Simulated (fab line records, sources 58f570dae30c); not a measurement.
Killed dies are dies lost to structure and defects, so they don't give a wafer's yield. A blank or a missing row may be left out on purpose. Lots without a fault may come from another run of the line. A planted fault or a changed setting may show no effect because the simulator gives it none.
fab line records | flow berkeley_cmos170
record lots=14 wafers=40 last_day=12
route steps=331 shown M3@327
lots that met no fault: from a run of the same line without faults
start_h: hours from the record's first day to the start of the lot's first wafer shown | wait_h: hours since the lot's step before | " the same as in the row above | L1.1+2: a row that stands for several wafers | - no value, or no start given | * or withheld: withheld | < > ~ a bound
route shown NAME@n: a module of which the file shows steps, and the number in the route of the first | usual: mean/standard deviation of fault-free wafers | same: alike in all rows | chamber/n: place in a boat | sites: the reading at each site | _std_site: their standard deviation | _edge_site: outer sites' mean less inner sites' | radius_mm: how far each site lies from the wafer's centre | mask NAME#n: copy n | behind: the tool/chamber that last shaped the wafer | hold: why the lot was held/for how many hours/how that ended | device: the transistor (n, p or np) that didn't switch | end of line: the same wafers' tests at the end of the route | a step without rows: its recipe alone | killed: dies lost to structure and defects at the first sort, not the wafer's yield | map: a wafer's dies, x killed, . not, _ none there
set.NAME: the setting as run; set.NAME@STEP: as run at that earlier step | model.NAME: the simulator's own value behind a step, which no gauge read
steps of the route over a sample of lots; a table a step, a row a wafer
services: from which hour (start_h, from the record's first day; less than 0 if before it) a tool's chamber was out of use, for how many hours, and why
## steps
# step UCB170_M3_METAL_ETCH_18
# recipe chemistry=Cl2/BCl3 target=Al stop_on=SiO2 pressure_mtorr=12 target_depth_a=11700 over_etch_frac=0.3 time_s=195 icp_w=600 bias_w=120 Cl2_flow_sccm=90 bcl3_flow_sccm=45
# usual drypump_motor_current_A=5.46/0.21 oes_product_au=0.848/0.014 throttle_valve_pct=24.4/0.3
# columns lot.wafer tool chamber start_h wait_h drypump_motor_current_A oes_product_au rf_hours_counter_h throttle_valve_pct
L371.2 rie_metal-04 0 190.81 - 5.27 0.843 1 23.9
L371.3 " 1 " " 5.21 0.873 - 24.8
L371.5 " 1 " " 5.22 0.872 - 24.8
L368.2 rie_metal-03 0 190.83 - 5.48 0.842 15 24.2
L368.5 " 0 " " 5.46 0.858 - 24.2
L368.6 " 1 " " 5.41 0.863 - 24.6
L369.1 rie_metal-02 1 191.08 - 5.65 0.845 9 24.5
L369.2 " 0 " " 5.81 0.847 1 24.3
L369.3 " 0 " " 5.80 0.850 - 24.3
L370.3 rie_metal-04 1 191.23 - 5.20 0.869 - 24.8
L370.4 " 0 " " 5.20 0.829 - 23.9
L370.6 " 0 " " 5.19 0.826 - 23.9
L373.1 rie_metal-02 1 203.54 - 5.63 0.845 9 24.5
L373.3 " 0 " " 5.80 0.846 - 24.3
L373.4 " 1 " " 5.63 0.839 - 24.6
L374.2 rie_metal-03 1 205.90 - 5.42 0.868 7 24.6
L374.3 " 1 " " 5.41 0.859 - 24.6
L374.5 " 0 " " 5.41 0.831 - 24.2
L375.1 rie_metal-02 0 214.18 - 5.82 0.837 2 24.4
L375.5 " 0 " " 5.77 0.857 - 24.3
L375.6 " 1 " " 5.68 0.831 - 24.5
L379.1 rie_metal-03 0 229.17 - 5.39 0.841 16 24.2
L379.3 " 0 " " 5.40 0.855 - 24.2
L379.5 " 0 " " 5.40 0.837 - 24.2
L380.2 rie_metal-02 0 250.28 - 5.81 1.030 3 24.3
L386.4 rie_metal-02 1 274.40 - 5.62 0.839 - 24.5
L386.5 " 1 " " 5.64 0.831 - 24.5
L386.6 " 0 " " 5.84 1.037 - 24.3
L390.2 rie_metal-04 0 278.04 - 5.24 0.846 - 23.9
L390.4 " 0 " " 5.24 0.841 - 23.9
L390.5 " 0 " " 5.27 0.849 - 23.9
L389.2 rie_metal-03 1 279.12 - 5.41 0.858 - 24.6
L389.4 " 1 " " 5.43 0.857 - 24.5
L389.5 " 1 " " 5.43 0.854 - 24.6
L388.1 rie_metal-04 0 279.61 - 5.22 0.819 4 23.9
L388.3 " 0 " " 5.24 0.840 - 23.9
L388.5 " 0 " " 5.23 0.833 - 23.9
L391.1 rie_metal-03 1 285.04 - 5.43 0.859 10 24.6
L391.3 " 1 " " 5.44 0.854 - 24.6
L391.5 " 1 " " 5.42 0.849 - 24.6
# step UCB170_M3_STRIP_19
# recipe chemistry=O2 power_w=400 pressure_mtorr=3500 platen_temp_c=withheld o2_flow_sccm=400 overash_fraction=0.5
# usual drypump_motor_current_A=5.6/0.56 oes_product_au=0.542/0.018
# columns lot.wafer tool chamber start_h wait_h drypump_motor_current_A oes_product_au rf_hours_counter_h
L371.2 plasma_asher-01 0 190.99 0.1 5.3 0.564 49
L371.3 " 0 " " 5.3 0.550 -
L371.5 " 0 " " 5.3 0.543 -
L368.2 plasma_asher-04 1 191.02 0.1 6.4 0.555 46
L368.5 " 1 " " 6.4 0.557 -
L368.6 " 0 " " 5.7 0.530 -
L369.1 plasma_asher-02 1 191.27 0.1 6.0 0.542 8
L369.2 " 0 " " 5.8 0.523 8
L369.3 " 0 " " 5.8 0.516 -
L370.3 plasma_asher-01 1 191.38 0.1 4.6 0.546 -
L370.4 " 0 " " 5.3 0.555 -
L370.6 " 1 " " 4.6 0.563 -
L373.1 plasma_asher-04 1 203.79 0.2 6.4 0.528 47
L373.3 " 1 " " 6.4 0.507 -
L373.4 " 0 " " 5.7 0.533 -
L374.2 plasma_asher-01 1 206.09 0.1 4.6 0.535 51
L374.3 " 1 " " 4.6 0.531 -
L374.5 " 1 " " 4.6 0.551 -
L375.1 plasma_asher-02 1 214.37 0.1 6.0 0.523 11
L375.5 " 0 " " 5.8 0.518 -
L375.6 " 1 " " 6.0 0.537 -
L379.1 plasma_asher-04 1 229.35 0.1 6.4 0.559 50
L379.3 " 1 " " 6.4 0.569 -
L379.5 " 1 " " 6.4 0.560 -
L380.2 plasma_asher-04 0 250.47 0.1 5.7 0.712 52
L386.4 plasma_asher-02 1 274.56 0.1 6.0 0.535 -
L386.5 " 0 " " 5.8 0.537 -
L386.6 " 1 " " 6.0 0.725 -
L390.2 plasma_asher-01 1 278.36 0.2 4.6 0.549 58
L390.4 " 1 " " 4.6 0.557 -
L390.5 " 0 " " 5.3 0.560 -
L389.2 plasma_asher-04 1 279.43 0.2 6.4 0.545 55
L389.4 " 0 " " 5.7 0.543 -
L389.5 " 1 " " 6.4 0.559 -
L388.1 plasma_asher-04 0 279.98 0.3 5.7 0.558 55
L388.3 " 1 " " 6.4 0.558 -
L388.5 " 1 " " 6.4 0.557 -
L391.1 plasma_asher-01 0 285.42 0.3 5.2 0.544 59
L391.3 " 1 " " 4.6 0.546 -
L391.5 " 0 " " 5.3 0.548 -
# step UCB170_M3_CD_MEAS_90
# recipe target_cd_nm=700
# usual cd_nm=701/3.7
# columns lot.wafer tool chamber start_h wait_h cd_nm
L371.2 cd_sem-02 - 191.11 0.1 697
L371.3 " - " " 702
L371.5 " - " " 702
L368.2 cd_sem-01 - 191.14 0.1 704
L368.5 " - " " 701
L368.6 " - " " 702
L369.1 cd_sem-02 - 191.37 0.1 706
L369.2 " - " " 696
L369.3 " - " " 699
L370.3 cd_sem-01 - 191.49 0.1 704
L370.4 " - " " 696
L370.6 " - " " 696
L373.1 cd_sem-02 - 203.89 0.1 703
L373.3 " - " " 696
L373.4 " - " " 701
L374.2 cd_sem-01 - 206.21 0.1 697
L374.3 " - " " 697
L374.5 " - " " 701
L375.1 cd_sem-01 - 214.47 0.1 697
L375.5 " - " " 697
L375.6 " - " " 708
L379.1 cd_sem-02 - 229.45 0.1 703
L379.3 " - " " 703
L379.5 " - " " 703
L380.2 cd_sem-01 - 250.59 0.1 715
L386.4 cd_sem-02 - 274.69 0.1 702
L386.5 " - " " 698
L386.6 " - " " 718
L390.2 cd_sem-02 - 278.48 0.1 698
L390.4 " - " " 700
L390.5 " - " " 695
L389.2 cd_sem-01 - 279.55 0.1 702
L389.4 " - " " 701
L389.5 " - " " 703
L388.1 cd_sem-02 - 280.08 0.1 698
L388.3 " - " " 697
L388.5 " - " " 699
L391.1 cd_sem-02 - 285.52 0.1 707
L391.3 " - " " 707
L391.5 " - " " 708
## services
# columns tool chamber start_h hours kind
rie_metal-04 1 167.22 7.1 repair
plasma_asher-04 - 167.26 5.8 repair
plasma_asher-01 - 176.79 3.4 repair
rie_metal-03 1 178.47 8.0 repair
plasma_asher-01 - 211.97 2.7 repair
rie_metal-04 - 248.40 0.5 repair
rie_metal-04 1 276.04 - clean
rie_metal-03 0 278.66 - clean
## key
first_sign step=UCB170_M3_METAL_ETCH_18 reading=oes_product_au direction=up sigmas=13 usual=0.848 struck=1.033
effect step=UCB170_M3_STRIP_19 reading=oes_product_au direction=up sigmas=9.8 usual=0.542 struck=0.719
effect step=UCB170_M3_CD_MEAS_90 reading=cd_nm direction=up sigmas=4.3 usual=701 struck=717
met_at UCB170_M3_METAL_ETCH_18
struck_lots L380,L386
struck_wafers L380.2,L386.6
later_rows_left_out L380.2,L386.6
sort_left_out L380.2,L386.6
tester_left_out L380
onset_between 214.18 250.28
earlier_fault kind=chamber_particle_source tool=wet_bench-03 chamber=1 onset_h=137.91 steps=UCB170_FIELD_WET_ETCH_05 rate_per_visit_cm2=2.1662 end_h=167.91
fault kind=process_parameter_drift tool=rie_metal-02 chamber=0 onset_h=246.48 steps=UCB170_M3_METAL_ETCH_18 channel=target_depth_a offset=* shape=step end_h=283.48 acts_in=* stated=*
# tester_left_out: of these lots the tester's yield and bins aren't shown, on N5 and GAA mostly nor the transistor test; their killed dies are dies lost to structure and defects alone, not to doping, threshold or leakage, so they don't give the yield
# sort_left_out: the simulated sort isn't trusted on such a fault, so these wafers' sort isn't shown, and their yield isn't known
# later_rows_left_out: the simulator's readings of these wafers behind a module that went badly wrong aren't trusted and aren't shown, but for the sort
